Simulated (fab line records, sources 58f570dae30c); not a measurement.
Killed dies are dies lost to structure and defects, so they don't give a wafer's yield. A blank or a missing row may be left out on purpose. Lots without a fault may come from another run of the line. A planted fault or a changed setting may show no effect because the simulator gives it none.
A struck lot beside a sound one | flow berkeley_cmos170 | 44 steps out of a route of 331
Sound: wafers L110.1, L110.2, L110.4. Struck: wafer L126.3. (L126.2, L126.4 of the same lot were not struck and are left out.) The cause comes at the end.
At each step with rows: each side's tool, then ch and its chambers, then its first start. Under that, the readings that differ: sound wafers | struck wafers | difference of the means | sigmas: that difference in standard deviations of wafers without a fault.
alike: readings whose means differ by less than 2 such deviations, and words and numbers that are the same on both sides. not compared: withheld readings, readings that some wafer has no value for, bounds like >300 that may hide the same value, and numbers for which the record gives no deviation and whose values overlap.
The two part at a step that has a row with sigmas, a row that says differs or no value, or rows on one side only. Numbers that don't overlap but have no deviation are shown without sigmas and don't part them. A reading that every wafer of one side lacks parts them only if that side has two wafers or more.

first, 3 steps without rows for these wafers: UCB170_M1_EXPOSE_06 (exposes mask METAL1, target cd 700 nm); UCB170_M1_PEB_07; UCB170_M1_DEVELOP_08 (develop time 45 s).
UCB170_M1_CD_MEAS_09: target cd 700 nm.
  sound on cd_sem-01, day 7 11:04; struck on cd_sem-02, day 10 16:02
  alike: cd_nm
UCB170_M1_OVL_MEAS_10:
  sound on overlay-02, day 7 11:11; struck on overlay-01, day 10 16:08
  alike: M1_OVL
UCB170_M1_ETCH_11: etches BARC in N2/H2.
  sound on rie_diel-01 ch 0,1,3, day 7 11:13; struck on rie_diel-01 ch 3, day 10 16:10
  alike: drypump_motor_current_A, oes_product_au, throttle_valve_pct
UCB170_M1_METAL_ETCH_12: etches Al in Cl2/BCl3, stops on PSG, target depth 780 nm, time 130 s.
  sound on rie_metal-03 ch 0,1, day 7 11:16; struck on rie_metal-03 ch 1, day 10 16:13
  reading               | sound             | struck | difference | sigmas
  oes_product_au (a.u.) | 0.878 0.855 0.874 | 0.843  | -0.026     | -2
  alike: drypump_motor_current_A, throttle_valve_pct
  not compared: rf_hours_counter_h
then, 1 step without rows for these wafers: UCB170_M1_STRIP_13 (strips in O2).
UCB170_M1_CD_MEAS_90: target cd 700 nm.
  sound on cd_sem-01, day 7 11:30; struck on cd_sem-02, day 10 16:28
  alike: cd_nm
then, 1 step without rows for these wafers: UCB170_M1_ANNEAL_14 (time 1200 s).
UCB170_V1_CVD_00: deposits SiO2 from TEOS/O2, target thk 2000 nm, time 250 s.
  sound on pecvd-04 ch 0,1,2, day 7 15:07; struck on pecvd-03 ch 1, day 10 20:44
  alike: heater_power_w
UCB170_V1_THK_MEAS_01:
  sound on film_metro-01, day 7 15:16; struck on film_metro-01, day 10 20:55
  alike: V1_TEOS_THK
UCB170_V1_CMP_02: polishes SiO2.
  sound on cmp-01 ch 0,2,3, day 7 15:19; struck on cmp-01 ch 0, day 10 20:58
  reading                             | sound            | struck | difference | sigmas
  model.SiO2_of_V1_CVD_00.thk_nm (nm) | 998.7 1000 999.2 | 750.6  | -248.7     |
  alike: motor_current_A
UCB170_V1_BOW_MEAS_03:
  sound on film_metro-01, day 7 15:37; struck on film_metro-04, day 10 21:17
  alike: V1_BOW
UCB170_V1_THK_MEAS_04:
  sound on film_metro-01, day 7 15:44; struck on film_metro-04, day 10 21:23
  reading              | sound             | struck | difference | sigmas
  V1_POLISHED_THK (nm) | 997.8 999.2 998.6 | 750.9  | -247.6     | -99 or more
then, 7 steps without rows for these wafers: UCB170_V1_CLEAN_05 (cleans in DIW); UCB170_V1_HMDS_06 (prime time 60 s); UCB170_V1_COAT_07 (resist thk 900 nm); UCB170_V1_SOFTBAKE_08 (time 60 s); UCB170_V1_EXPOSE_09 (exposes mask VIA1, target cd 700 nm); UCB170_V1_PEB_10; UCB170_V1_DEVELOP_11 (develop time 45 s).
UCB170_V1_CD_MEAS_12: target cd 700 nm.
  sound on cd_sem-01, day 7 18:13; struck on cd_sem-01, day 10 23:23
  alike: cd_nm
UCB170_V1_OVL_MEAS_13:
  sound on overlay-02, day 7 18:20; struck on overlay-01, day 10 23:29
  alike: V1_OVL
UCB170_V1_ETCH_14: etches SiO2 in CHF3/CF4/Ar, stops on Al, target depth 1250 nm, time 291 s.
  sound on rie_diel-02 ch 0,2, day 7 18:22; struck on rie_diel-04 ch 1, day 10 23:31
  reading                        | sound             | struck | difference | sigmas
  oes_product_au (a.u.)          | 0.853 0.901 0.868 | 0.747  | -0.127     | -9
  model.etch.depth_nm (nm)       | 998.7 1000 999.2  | 750.6  | -248.7     |
  model.V1.feature_depth_nm (nm) | 998.7 1000 999.2  | 750.6  | -248.7     |
  alike: cf4_flow_sccm, drypump_motor_current_A, throttle_valve_pct
  not compared: rf_hours_counter_h
UCB170_V1_STRIP_15: strips in O2.
  sound on plasma_asher-03 ch 0,1, day 7 18:38; struck on plasma_asher-02 ch 1, day 10 23:41
  alike: drypump_motor_current_A, oes_product_au, strip_time_to_endpoint_s
  not compared: rf_hours_counter_h
UCB170_V1_CD_MEAS_90: target cd 700 nm.
  sound on cd_sem-01, day 7 18:44; struck on cd_sem-01, day 10 23:49
  alike: cd_nm
then, 2 steps without rows for these wafers: UCB170_M2_PRE_CLEAN_00 (preclean etch time 60 s); UCB170_M2_SPUTTER_01 (material Al, target thk 900 nm, time 120 s).
UCB170_M2_RS_MEAS_02: measures by four-point-probe.
  sound on film_metro-01, day 7 19:00; struck on film_metro-01, day 11 00:05
  alike: M2_AL_RS
UCB170_M2_THK_MEAS_03: measures by xrf.
  sound on film_metro-01, day 7 19:07; struck on film_metro-01, day 11 00:11
  alike: M2_AL_THK
then, 3 steps without rows for these wafers: UCB170_M2_HMDS_04 (prime time 60 s); UCB170_M2_COAT_05 (resist thk 900 nm); UCB170_M2_SOFTBAKE_06 (time 60 s).
UCB170_M2_STRIP_07: strips in O2.
  sound on plasma_asher-03 ch 0,1, day 7 19:40; struck on plasma_asher-04 ch 0, day 11 00:41
  reading                      | sound             | struck | difference | sigmas
  strip_time_to_endpoint_s (s) | 22.05 22.09 22.08 | 21.88  | -0.19      | -3
  alike: drypump_motor_current_A, oes_product_au
  not compared: rf_hours_counter_h
then, 7 steps without rows for these wafers: UCB170_M2_STRIP_08 (strips KrF in DMSO, time 600 s); UCB170_M2_COAT_09; UCB170_M2_COAT_10 (resist thk 900 nm); UCB170_M2_SOFTBAKE_11 (time 60 s); UCB170_M2_EXPOSE_12 (exposes mask METAL2, target cd 700 nm); UCB170_M2_PEB_13; UCB170_M2_DEVELOP_14 (develop time 45 s).
UCB170_M2_METAL_ETCH_18: etches Al in Cl2/BCl3, stops on SiO2, target depth 1170 nm, time 195 s.
  sound on rie_metal-04 ch 1, day 7 21:12; struck on rie_metal-01 ch 1, day 11 02:07
  reading                             | sound             | struck | difference | sigmas
  model.SiO2_of_V1_CVD_00.thk_nm (nm) | 934.7 936.6 935.8 | 686.9  | -248.8     |
  alike: drypump_motor_current_A, oes_product_au, throttle_valve_pct
  not compared: rf_hours_counter_h
then, 1 step without rows for these wafers: UCB170_M3_PROBE_99.

WHERE THEY PART
First at UCB170_M1_METAL_ETCH_12; last, within this record, at UCB170_M2_STRIP_07. Later steps at which nothing parts them and some readings are alike: UCB170_M2_METAL_ETCH_18.

WHY: what the simulator had put in
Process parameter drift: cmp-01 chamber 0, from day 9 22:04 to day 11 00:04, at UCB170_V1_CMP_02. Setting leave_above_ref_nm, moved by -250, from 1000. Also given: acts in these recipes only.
